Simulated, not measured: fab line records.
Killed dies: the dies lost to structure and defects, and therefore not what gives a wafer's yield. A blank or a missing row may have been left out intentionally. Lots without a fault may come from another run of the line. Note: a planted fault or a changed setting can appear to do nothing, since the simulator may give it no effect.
The tool behind it: which one? + flow berkeleyCmos170 + Sampling: 14 lots, 42 wafers, 5 of 331 route steps

== WHAT THE GAUGES READ, wafer by wafer ==
UCB170_NWELL_THK_MEAS_05.
| lot  | measured    | on           | NWELL_NITRIDE_THK (nm)              |
|------|-------------|--------------|-------------------------------------|
| L627 | day 2 09:41 | filmMetro-03 | 223.6 224.1 222.9                   |
| L629 | day 2 16:22 | filmMetro-04 | 225.9 225.2 225.6                   |
| L630 | day 2 23:37 | filmMetro-03 | 221.0 221.2 223.3                   |
| L631 | day 3 02:49 | filmMetro-02 | 225.0 224.2 224.5                   |
| L632 | day 3 02:50 | filmMetro-04 | 224.0 223.7 223.8                   |
| L633 | day 3 11:16 | filmMetro-02 | 220.4 221.4 221.8                   |
| L635 | day 3 19:13 | filmMetro-04 | 226.2 227.2 226.2                   |
| L637 | day 4 08:23 | filmMetro-03 | 223.9 223.8 224.8                   |
| L638 | day 4 13:14 | filmMetro-03 | 224.9 224.2 223.2                   |
| L640 | day 5 05:10 | filmMetro-04 | 223.4 222.5 221.0                   |
| L642 | day 5 14:45 | filmMetro-02 | 209.2 206.0 206.4 209.3 206.2 206.4 |
| L643 | day 5 14:46 | filmMetro-03 | 208.4 206.7 208.1 208.3 206.7 208.2 |
| L645 | day 5 21:22 | filmMetro-04 | 226.6 225.9 225.6                   |
| L648 | day 6 19:14 | filmMetro-03 | 226.7 226.5 228.1                   |

UCB170_M2_RS_MEAS_02: a four-point-probe measurement.
| lot  | measured     | on           | M2_AL_RS (ohm/sq)    |
|------|--------------|--------------|----------------------|
| L627 | day 7 22:07  | filmMetro-03 | 0.0322 0.0322 0.0321 |
| L629 | day 7 23:14  | filmMetro-04 | 0.0323 0.0325 0.0325 |
| L630 | day 8 10:11  | filmMetro-03 | 0.0322 0.0322 0.0322 |
| L631 | day 8 10:25  | filmMetro-01 | 0.0320 0.0321 0.0321 |
| L632 | day 8 09:57  | filmMetro-01 | 0.0324 0.0321 0.0322 |
| L633 | day 9 02:14  | filmMetro-04 | 0.0315 0.0319 0.0317 |
| L635 | day 9 18:16  | filmMetro-01 | 0.0326 0.0325 0.0325 |
| L637 | day 10 04:46 | filmMetro-03 | 0.0323 0.0325 0.0325 |
| L638 | day 10 04:37 | filmMetro-01 | 0.0322 0.0321 0.0321 |
| L640 | day 10 17:53 | filmMetro-03 | 0.0320 0.0319 0.0319 |
| L642 | day 10 18:00 | filmMetro-01 | 0.0321 0.0320 0.0322 |
| L643 | day 11 00:30 | filmMetro-03 | 0.0316 0.0314 0.0315 |
| L645 | day 11 00:41 | filmMetro-04 | 0.0324 0.0325 0.0324 |
| L648 | day 12 11:59 | filmMetro-03 | 0.0315 0.0316 0.0313 |

== WHAT TOOL EACH LOT RAN ON (gives the tool, then ch and the chambers of the sampled wafers, and finally the start) ==
| lot  | UCB170_NWELL_CVD_04        | UCB170_PSD_STRIP_09                 | UCB170_M1_STRIP_13                  |
|------|----------------------------|-------------------------------------|-------------------------------------|
| L627 | lpcvd-01 ch 1, day 2 07:45 | plasmaAsher-03 ch 0,1, day 7 02:05  | plasmaAsher-02 ch 0,1, day 7 12:46  |
| L629 | lpcvd-01 ch 0, day 2 14:25 | plasmaAsher-01 ch 0,1, day 7 02:14  | plasmaAsher-02 ch 0,1, day 7 14:25  |
| L630 | lpcvd-02 ch 1, day 2 21:40 | plasmaAsher-02 ch 0,1, day 7 13:41  | plasmaAsher-02 ch 0,1, day 8 03:53  |
| L631 | lpcvd-01 ch 0, day 3 00:53 | plasmaAsher-01 ch 0, day 7 13:25    | plasmaAsher-02 ch 1, day 8 04:46    |
| L632 | lpcvd-01 ch 0, day 3 00:53 | plasmaAsher-01 ch 1, day 7 13:42    | plasmaAsher-03 ch 0,1, day 8 03:28  |
| L633 | lpcvd-02 ch 0, day 3 09:18 | plasmaAsher-01 ch 0,1, day 8 03:12  | plasmaAsher-03 ch 0,1, day 8 17:44  |
| L635 | lpcvd-01 ch 0, day 3 17:16 | plasmaAsher-01 ch 0,1, day 8 19:31  | plasmaAsher-03 ch 0,1, day 9 11:32  |
| L637 | lpcvd-02 ch 0, day 4 06:26 | plasmaAsher-03 ch 0,1, day 9 06:22  | plasmaAsher-03 ch 0, day 9 21:13    |
| L638 | lpcvd-02 ch 0, day 4 11:16 | plasmaAsher-02 ch 0,1, day 9 06:17  | plasmaAsher-02 ch 0,1, day 9 21:32  |
| L640 | lpcvd-01 ch 1, day 5 03:14 | plasmaAsher-01 ch 0,1, day 9 20:45  | plasmaAsher-02 ch 0,1, day 10 07:35 |
| L642 | lpcvd-02 ch 1, day 5 12:49 | plasmaAsher-02 ch 0,1, day 10 02:01 | plasmaAsher-03 ch 1, day 10 13:23   |
| L643 | lpcvd-02 ch 1, day 5 12:49 | plasmaAsher-03 ch 0,1, day 10 02:15 | plasmaAsher-02 ch 0,1, day 10 14:20 |
| L645 | lpcvd-01 ch 1, day 5 19:26 | plasmaAsher-01 ch 0,1, day 10 07:09 | plasmaAsher-01 ch 0,1, day 10 17:14 |
| L648 | lpcvd-01 ch 0, day 6 17:17 | plasmaAsher-02 ch 0,1, day 11 13:56 | plasmaAsher-03 ch 0,1, day 12 05:35 |
- UCB170_NWELL_CVD_04: deposits Si3N4 from SiH2Cl2/NH3, target thk 224 nm, time 3360 s.
- UCB170_PSD_STRIP_09: strips in O2.
- UCB170_M1_STRIP_13: strips in O2.

== WHAT THE TOOLS THEMSELVES READ (means of the sampled wafers that have a number; where no wafer has one, the mark that the record gives instead) ==
UCB170_NWELL_CVD_04.
| lot  | tool     | pressureMtorr (mTorr) | sih2cl2FlowSccm (sccm) | spikeTcSourceC (C) |
|------|----------|-----------------------|------------------------|--------------------|
| L627 | lpcvd-01 | 199.5                 | 25.02                  | 828.0              |
| L629 | lpcvd-01 | 200.0                 | 24.97                  | 821.3              |
| L630 | lpcvd-02 | 199.5                 | 24.98                  | 823.7              |
| L631 | lpcvd-01 | 200.2                 | 25.07                  | 820.7              |
| L632 | lpcvd-01 | 200.0                 | 25.00                  | 821.0              |
| L633 | lpcvd-02 | 200.3                 | 24.89                  | 822.3              |
| L635 | lpcvd-01 | 199.8                 | 25.10                  | 820.6              |
| L637 | lpcvd-02 | 200.3                 | 24.93                  | 823.2              |
| L638 | lpcvd-02 | 200.0                 | 25.07                  | 824.6              |
| L640 | lpcvd-01 | 200.1                 | 25.10                  | 828.7              |
| L642 | lpcvd-02 | 160.1                 | 25.03                  | 825.1              |
| L643 | lpcvd-02 | 160.1                 | 25.01                  | 825.0              |
| L645 | lpcvd-01 | 199.7                 | 25.06                  | 829.0              |
| L648 | lpcvd-01 | 200.0                 | 24.95                  | 821.2              |

UCB170_PSD_STRIP_09.
| lot  | tool           | drypumpMotorCurrentA (A) | oesProductAu (a.u.) | stripTimeToEndpointS (s) |
|------|----------------|--------------------------|---------------------|--------------------------|
| L627 | plasmaAsher-03 | 5.67                     | 0.598               | 29.40                    |
| L629 | plasmaAsher-01 | 6.09                     | 0.602               | 29.34                    |
| L630 | plasmaAsher-02 | 5.74                     | 0.599               | 29.39                    |
| L631 | plasmaAsher-01 | 6.01                     | 0.604               | 29.33                    |
| L632 | plasmaAsher-01 | 6.25                     | 0.600               | 29.29                    |
| L633 | plasmaAsher-01 | 6.16                     | 0.598               | 29.28                    |
| L635 | plasmaAsher-01 | 6.16                     | 0.606               | 29.32                    |
| L637 | plasmaAsher-03 | 5.68                     | 0.599               | 29.42                    |
| L638 | plasmaAsher-02 | 5.73                     | 0.595               | 29.41                    |
| L640 | plasmaAsher-01 | 6.09                     | 0.601               | 29.28                    |
| L642 | plasmaAsher-02 | 5.74                     | 0.602               | 29.35                    |
| L643 | plasmaAsher-03 | 5.85                     | 0.600               | 29.42                    |
| L645 | plasmaAsher-01 | 6.10                     | 0.599               | 29.41                    |
| L648 | plasmaAsher-02 | 5.86                     | 0.601               | 29.34                    |

UCB170_M1_STRIP_13.
| lot  | tool           | drypumpMotorCurrentA (A) | oesProductAu (a.u.) |
|------|----------------|--------------------------|---------------------|
| L627 | plasmaAsher-02 | 5.86                     | 0.725               |
| L629 | plasmaAsher-02 | 5.87                     | 0.721               |
| L630 | plasmaAsher-02 | 5.73                     | 0.726               |
| L631 | plasmaAsher-02 | 5.61                     | 0.718               |
| L632 | plasmaAsher-03 | 5.68                     | 0.717               |
| L633 | plasmaAsher-03 | 5.83                     | 0.721               |
| L635 | plasmaAsher-03 | 5.70                     | 0.723               |
| L637 | plasmaAsher-03 | 5.48                     | 0.720               |
| L638 | plasmaAsher-02 | 5.76                     | 0.722               |
| L640 | plasmaAsher-02 | 5.74                     | 0.724               |
| L642 | plasmaAsher-03 | 6.01                     | 0.721               |
| L643 | plasmaAsher-02 | 5.87                     | 0.719               |
| L645 | plasmaAsher-01 | 6.08                     | 0.722               |
| L648 | plasmaAsher-03 | 5.66                     | 0.721               |

== THE ANSWER, worked out from the rows above alone ==
Rule: what is usual is taken from the lots themselves. Put in order of their means at a reading, lots are off if they are a third of the lots or fewer, leave a main group of 4 or more, and stand apart from it by a gap of 3 or more times the standard deviation of the main group's means; of several such gaps the widest counts. If all means in a main group match to the digits the tables above print for the reading, that group is not used. Also off: a lot with no number at a reading for which 4 or more lots have one. Any other lot the step has rows for is counted as sound. The gauges are gone through in route order, then the tools' own readings, and for those a lot's mean is taken as printed above. At the first step where some lot is off, the reading lying furthest off is the one used; lots without a number count as furthest.
Off: L642, L643, seen at UCB170_NWELL_THK_MEAS_05 (NWELL_NITRIDE_THK). Main group: mean 224.2 nm, sd 1.8.
If a tool, at a process step before that reading, ran all the lots that are off and no sound lot after the first of them, it fits. Not tried: the gauges at UCB170_NWELL_THK_MEAS_05; whatever is off there is also off at UCB170_NWELL_CVD_04, on other tools, and gauge error can't account for it. One fits: lpcvd-02 at UCB170_NWELL_CVD_04. Its last sound lot is L638 (day 4 11:16), its first lot that is off L642 (day 5 12:49): a fault that began between those two fits.
On the lots that are off, the tool's own readings at UCB170_NWELL_CVD_04 differ by more than 5 times the standard deviation of the sound lots' means, which bears it out; pressureMtorr reads 160.1 mTorr there versus 199.9 mTorr on the sound lots.

== WHAT THE SIMULATOR PUT IN ==
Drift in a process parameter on lpcvd-02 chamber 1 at UCB170_NWELL_CVD_04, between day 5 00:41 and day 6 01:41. From 200, the setting pressureMtorr moved by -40. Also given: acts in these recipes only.
Struck lots among those shown: L642, L643. The rule given above showed the same thing.
